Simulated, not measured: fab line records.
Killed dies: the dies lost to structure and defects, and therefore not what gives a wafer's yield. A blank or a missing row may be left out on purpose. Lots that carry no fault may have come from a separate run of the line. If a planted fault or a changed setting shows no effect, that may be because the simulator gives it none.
Struck lot and sound lot, side by side ; flow rit cmos ; 17 steps out of a route of 202
Sound: these wafers, L999.1, L999.2, L999.4. Wafers L111.4, L111.5, L111.6 were the ones struck. The cause comes at the end.
Order at every step that has rows: each side's tool, ch and its chambers, its first start. Under that, the readings that differ: sound wafers ; struck wafers ; difference of the means ; sigmas: that difference in standard deviations of wafers without a fault.
alike: readings with means less than 2 such deviations apart, plus words and numbers identical on both sides. not compared: withheld readings, readings lacking a value on some wafer, bounds such as >300 that could conceal the same value, and numbers that have no deviation in the record and whose values overlap.
The two part at a step that has a row with sigmas, a row that says differs or no value, or rows on one side only. Numbers that don't overlap but have no deviation are shown without sigmas and don't part them. A reading missing from all wafers of one side parts the sides only when that side holds two or more wafers.

RIT_PWELL_TW_MEAS_10:
  struck on film metro-02, day 4 22:13; sound on film metro-04, day 2 08:17
reading;sound;struck;difference;sigmas
PWELL_TW;932 923 926;944 947 946;+19;+2
then, 1 step without rows for these wafers: RIT_WELLDRIVE_ANNEAL_00 (time 14700 s).
RIT_WELLDRIVE_RS_MEAS_01: uses a four-point probe to measure.
  struck on film metro-04, day 5 03:23; sound on film metro-04, day 2 13:26
  alike: NWELL_RS
RIT_WELLDRIVE_RS_MEAS_02: uses a four-point probe to measure.
  struck on film metro-04, day 5 03:30; sound on film metro-04, day 2 13:33
  alike: PWELL_RS
then, 6 steps without rows for these wafers: RIT_NRETRO_HMDS_00 (prime time 60 s); RIT_NRETRO_COAT_01 (resist thk 1300 nm); RIT_NRETRO_SOFTBAKE_02 (time 60 s); RIT_NRETRO_EXPOSE_03 (exposes mask M4, target cd 43900 nm); RIT_NRETRO_PEB_04; RIT_NRETRO_DEVELOP_05 (develop time 68 s).
RIT_NRETRO_OVL_MEAS_06:
  struck on overlay-01, day 5 04:28; sound on overlay-02, day 2 14:41
  alike: NRETRO_OVL
then, 1 step without rows for these wafers: RIT_NRETRO_HARDBAKE_07 (time 120 s).
RIT_NRETRO_IMPLANT_08:
  sound on implanter-03 ch 0, day 2 14:58; struck on implanter-03 ch 0, day 5 04:48
reading;sound;struck;difference;sigmas
implant ion amu;31 31 31;75 75 75;+44;
model.implant.rp nm (nm);87.41 87.41 87.41;42.34 42.34 42.34;-45.07;
model.implant.drp nm (nm);33.94 33.94 33.94;18.17 18.17 18.17;-15.77;
  alike: dose ions cm2
RIT_NRETRO_STRIP_09: strips in O2, time 180 s.
  sound on plasma asher-01 ch 0,1, day 2 15:07; struck on plasma asher-02 ch 0,1, day 5 04:56
  alike: drypump motor current A, o2 flow sccm
  not compared: rf hours counter h
RIT_NRETRO_TW_MEAS_10:
  struck on film metro-01, day 5 05:05; sound on film metro-03, day 2 15:17
reading;sound;struck;difference;sigmas
NRETRO_TW;1056 1054 1056;1395 1397 1391;+339;+28
then, 2 steps without rows for these wafers: RIT_PRETRO_HMDS_00 (prime time 60 s); RIT_M1_PROBE_99.

## WHERE THEY PART
First at RIT_PWELL_TW_MEAS_10; last, within this record, at RIT_NRETRO_TW_MEAS_10.

WHY: the cause the simulator had injected
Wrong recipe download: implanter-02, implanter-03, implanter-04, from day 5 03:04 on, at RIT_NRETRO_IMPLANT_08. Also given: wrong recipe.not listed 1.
